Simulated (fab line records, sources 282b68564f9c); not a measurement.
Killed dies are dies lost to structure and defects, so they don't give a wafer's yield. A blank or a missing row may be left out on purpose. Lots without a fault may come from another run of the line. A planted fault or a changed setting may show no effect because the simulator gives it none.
fab line records | flow rit_cmos
record lots=13 wafers=39 last_day=7
route steps=202 shown NRETRO@56 PRETRO@74 M1@202
lots that met no fault: from a run of the same line without faults
start_h: hours from the record's first day to the start of the lot's first wafer shown | wait_h: hours since the lot's step before | " the same as in the row above | L1.1+2: a row that stands for several wafers | - no value, or no start given | * or withheld: withheld | < > ~ a bound
route shown NAME@n: a module of which the file shows steps, and the number in the route of the first | usual: mean/standard deviation of fault-free wafers | same: alike in all rows | chamber/n: place in a boat | sites: the reading at each site | _std_site: their standard deviation | _edge_site: outer sites' mean less inner sites' | radius_mm: how far each site lies from the wafer's centre | mask NAME#n: copy n | behind: the tool/chamber that last shaped the wafer | hold: why the lot was held/for how many hours/how that ended | device: the transistor (n, p or np) that didn't switch | end of line: the same wafers' tests at the end of the route | a step without rows: its recipe alone | killed: dies lost to structure and defects at the first sort, not the wafer's yield | map: a wafer's dies, x killed, . not, _ none there
set.NAME: the setting as run; set.NAME@STEP: as run at that earlier step | model.NAME: the simulator's own value behind a step, which no gauge read
steps of the route over a sample of lots; a table a step, a row a wafer
services: from which hour (start_h, from the record's first day; less than 0 if before it) a tool's chamber was out of use, for how many hours, and why
## steps
# step RIT_NRETRO_EXPOSE_03
# recipe mask_id=M4 na=0.57 target_cd_nm=43900 dose_mj=250
# usual exposure_dose_mJ_cm2=250.05/0.23
# columns lot.wafer tool chamber start_h wait_h mask exposure_dose_mJ_cm2
L142.1 iline_stepper-02 0 31.06 0.1 M4#0 249.81
L142.4 " 0 " " M4#0 250.05
L142.6 " 0 " " M4#0 249.79
L143.1 iline_stepper-01 0 36.27 0.2 M4#0 249.76
L143.3 " 0 " " M4#0 250.09
L143.4 " 0 " " M4#0 249.60
L145.3 iline_stepper-02 0 47.42 0.2 M4#0 249.41
L145.4 " 0 " " M4#0 249.52
L145.5 " 0 " " M4#0 250.17
L147.1 iline_stepper-01 0 58.61 0.2 M4#0 250.12
L147.2 " 0 " " M4#0 249.77
L147.5 " 0 " " M4#0 250.16
L150.2 iline_stepper-01 0 70.49 0.3 M5#0 249.77
L150.3 " 0 " " M5#0 249.69
L150.6 " 0 " " M5#0 250.07
L152.1 iline_stepper-02 0 81.93 0.1 M4#0 250.20
L152.2 " 0 " " M4#0 249.83
L152.6 " 0 " " M4#0 249.64
L156.3 iline_stepper-02 0 101.29 0.2 M4#0 250.29
L156.5 " 0 " " M4#0 250.39
L156.6 " 0 " " M4#0 249.48
L159.1 iline_stepper-01 0 114.82 0.2 M4#0 249.68
L159.2 " 0 " " M4#0 250.11
L159.6 " 0 " " M4#0 249.91
L161.1 iline_stepper-02 0 125.81 0.1 M4#0 249.88
L161.4 " 0 " " M4#0 250.16
L161.6 " 0 " " M4#0 250.28
L162.1 iline_stepper-01 0 131.38 0.2 M4#0 249.97
L162.5 " 0 " " M4#0 250.17
L162.6 " 0 " " M4#0 250.06
L163.2 iline_stepper-01 0 134.35 0.1 M4#0 249.71
L163.3 " 0 " " M4#0 249.90
L163.4 " 0 " " M4#0 250.09
L164.2 iline_stepper-01 0 140.04 0.1 M4#0 250.37
L164.4 " 0 " " M4#0 250.08
L164.5 " 0 " " M4#0 250.23
L165.3 iline_stepper-01 0 148.28 0.1 M4#0 249.62
L165.4 " 0 " " M4#0 249.82
L165.5 " 0 " " M4#0 249.88
# step RIT_NRETRO_OVL_MEAS_06
# usual NRETRO_OVL=-1.4/1.1
# columns lot.wafer tool chamber start_h wait_h NRETRO_OVL[nm]
L142.1 overlay-02 - 31.49 - -0.6
L142.4 " - " " -1.3
L142.6 " - " " -2.5
L143.1 overlay-02 - 36.70 - -2.5
L143.3 " - " " -1.7
L143.4 " - " " -1.7
L145.3 overlay-02 - 47.82 - -3.4
L145.4 " - " " -3.2
L145.5 " - " " -2.5
L147.1 overlay-01 - 59.04 - -1.3
L147.2 " - " " -0.1
L147.5 " - " " -0.1
L150.2 overlay-01 - 70.91 - -
L150.3 " - " " -
L150.6 " - " " -
L152.1 overlay-01 - 82.36 - -2.5
L152.2 " - " " -2.3
L152.6 " - " " -1.7
L156.3 overlay-02 - 101.70 - 0.0
L156.5 " - " " -2.1
L156.6 " - " " -0.7
L159.1 overlay-02 - 115.50 - -1.4
L159.2 " - " " 0.2
L159.6 " - " " 0.9
L161.1 overlay-01 - 126.24 - -0.5
L161.4 " - " " -0.3
L161.6 " - " " 1.7
L162.1 overlay-01 - 131.81 - -2.9
L162.5 " - " " -0.8
L162.6 " - " " -2.5
L163.2 overlay-02 - 134.77 - -1.4
L163.3 " - " " -0.7
L163.4 " - " " -1.4
L164.2 overlay-02 - 140.46 - 0.4
L164.4 " - " " -1.5
L164.5 " - " " -1.2
L165.3 overlay-02 - 148.69 - -2.7
L165.4 " - " " -1.3
L165.5 " - " " -1.9
# step RIT_NRETRO_TW_MEAS_10
# usual NRETRO_TW=1047/7.6
# columns lot.wafer tool chamber start_h wait_h NRETRO_TW
L142.1 film_metro-03 - 32.11 0.1 1043
L142.4 " - " " 1047
L142.6 " - " " 1045
L143.1 film_metro-03 - 37.31 0.1 1050
L143.3 " - " " 1050
L143.4 " - " " 1046
L145.3 film_metro-02 - 48.44 0.1 1042
L145.4 " - " " 1048
L145.5 " - " " 1046
L147.1 film_metro-04 - 59.65 0.1 1053
L147.2 " - " " 1049
L147.5 " - " " 1052
L150.2 film_metro-02 - 71.53 0.1 30
L150.3 " - " " 30
L150.6 " - " " 30
L152.1 film_metro-03 - 82.97 0.1 1047
L152.2 " - " " 1050
L152.6 " - " " 1050
L156.3 film_metro-02 - 102.32 0.1 1039
L156.5 " - " " 1040
L156.6 " - " " 1034
L159.1 film_metro-04 - 116.12 0.1 1047
L159.2 " - " " 1050
L159.6 " - " " 1042
L161.1 film_metro-03 - 126.85 0.1 1057
L161.4 " - " " 1058
L161.6 " - " " 1056
L162.1 film_metro-03 - 132.42 0.1 1056
L162.5 " - " " 1058
L162.6 " - " " 1055
L163.2 film_metro-02 - 135.38 0.1 1039
L163.3 " - " " 1038
L163.4 " - " " 1042
L164.2 film_metro-04 - 141.07 0.1 1060
L164.4 " - " " 1064
L164.5 " - " " 1065
L165.3 film_metro-04 - 149.31 0.1 1048
L165.4 " - " " 1042
L165.5 " - " " 1050
# step RIT_PRETRO_TW_MEAS_10
# usual PRETRO_TW=474/5
# columns lot.wafer tool chamber start_h wait_h PRETRO_TW
L142.1 film_metro-02 - 33.78 0.1 475
L142.4 " - " " 478
L142.6 " - " " 477
L143.1 film_metro-02 - 38.86 0.1 473
L143.3 " - " " 474
L143.4 " - " " 476
L145.3 film_metro-01 - 49.99 0.1 465
L145.4 " - " " 467
L145.5 " - " " 463
L147.1 film_metro-01 - 61.20 0.1 465
L147.2 " - " " 468
L147.5 " - " " 467
L150.2 film_metro-02 - 73.21 0.1 1066
L150.3 " - " " 1064
L150.6 " - " " 1060
L152.1 film_metro-02 - 84.90 0.1 475
L152.2 " - " " 471
L152.6 " - " " 472
L156.3 film_metro-03 - 103.99 0.1 478
L156.5 " - " " 479
L156.6 " - " " 479
L159.1 film_metro-02 - 117.79 0.1 476
L159.2 " - " " 474
L159.6 " - " " 473
L161.1 film_metro-03 - 128.57 0.1 481
L161.4 " - " " 479
L161.6 " - " " 480
L162.1 film_metro-03 - 134.10 0.1 481
L162.5 " - " " 481
L162.6 " - " " 482
L163.2 film_metro-02 - 136.94 0.1 474
L163.3 " - " " 472
L163.4 " - " " 474
L164.2 film_metro-03 - 142.75 0.1 481
L164.4 " - " " 483
L164.5 " - " " 477
L165.3 film_metro-03 - 150.99 0.1 480
L165.4 " - " " 477
L165.5 " - " " 479
# step RIT_M1_PROBE_99
# usual killed_at_contacts=0.0/0.2 killed_at_front_end=6.6/2.9 killed_dies=6.6/3 killed_on_rim=1.7/1.4 killed_open=3.4/2 killed_short=3.2/2
# same gross_dies=264 killed_at_M0_to_M3=0 killed_at_M4_up=0 killed_at_back_side=0 killed_at_other=0
# columns lot.wafer tool chamber start_h wait_h killed_at_contacts killed_at_front_end killed_dies killed_on_rim killed_open killed_short
L150.2 prober-02 - 99.50 0.1 0 264 264 70 4 2
L150.3 prober-02 - 99.55 0.2 0 264 264 70 3 2
L150.6 prober-02 - 99.70 0.2 0 264 264 70 3 5
# killed by level:class
L150.2 NRETRO:area_expose=258 GATE:geometric_particle:open=2 FOX2:geometric_particle:open=1 GATE:geometric_particle:short=1 SPACER:geometric_particle:open=1 SILICIDE:geometric_particle:short=1
L150.3 NRETRO:area_expose=259 GATE:geometric_particle:open=3 GATE:geometric_particle:short=1 REOX:geometric_particle:short=1
L150.6 NRETRO:area_expose=256 FOX1:geometric_particle:short=2 FOX2:geometric_particle:open=1 FOX2:geometric_particle:short=1 GATE:geometric_particle:short=1 GATE:geometric_particle:open=1 SILICIDE:geometric_particle:open=1 SILICIDE:geometric_particle:short=1
## services
# columns tool chamber start_h hours kind
iline_stepper-01 - 75.87 4.3 pm
iline_stepper-02 - 139.38 1.7 pm
iline_stepper-01 - 144.70 1.7 pm
## key
first_sign step=RIT_NRETRO_EXPOSE_03 reading=mask direction=changed
effect step=RIT_NRETRO_OVL_MEAS_06 reading=NRETRO_OVL direction=missing
effect step=RIT_NRETRO_TW_MEAS_10 reading=NRETRO_TW direction=down sigmas=99+ usual=1047 struck=30
effect step=RIT_PRETRO_TW_MEAS_10 reading=PRETRO_TW direction=up sigmas=99+ usual=474 struck=1063
effect step=RIT_M1_PROBE_99 reading=killed_at_front_end direction=up sigmas=88 usual=6.6 struck=264
more_kills_born_at RIT_NRETRO_EXPOSE_03@iline_stepper-01=773
met_at RIT_NRETRO_EXPOSE_03
struck_lots L150
tester_left_out L150
onset_between 58.61 70.49
fault kind=wrong_mask tool=any chamber=- onset_h=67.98 steps=RIT_NRETRO_EXPOSE_03 aux_copy=M5#0 scope=struck_lots_only
# tester_left_out: of these lots the tester's yield and bins aren't shown, on N5 and GAA mostly nor the transistor test; their killed dies are dies lost to structure and defects alone, not to doping, threshold or leakage, so they don't give the yield
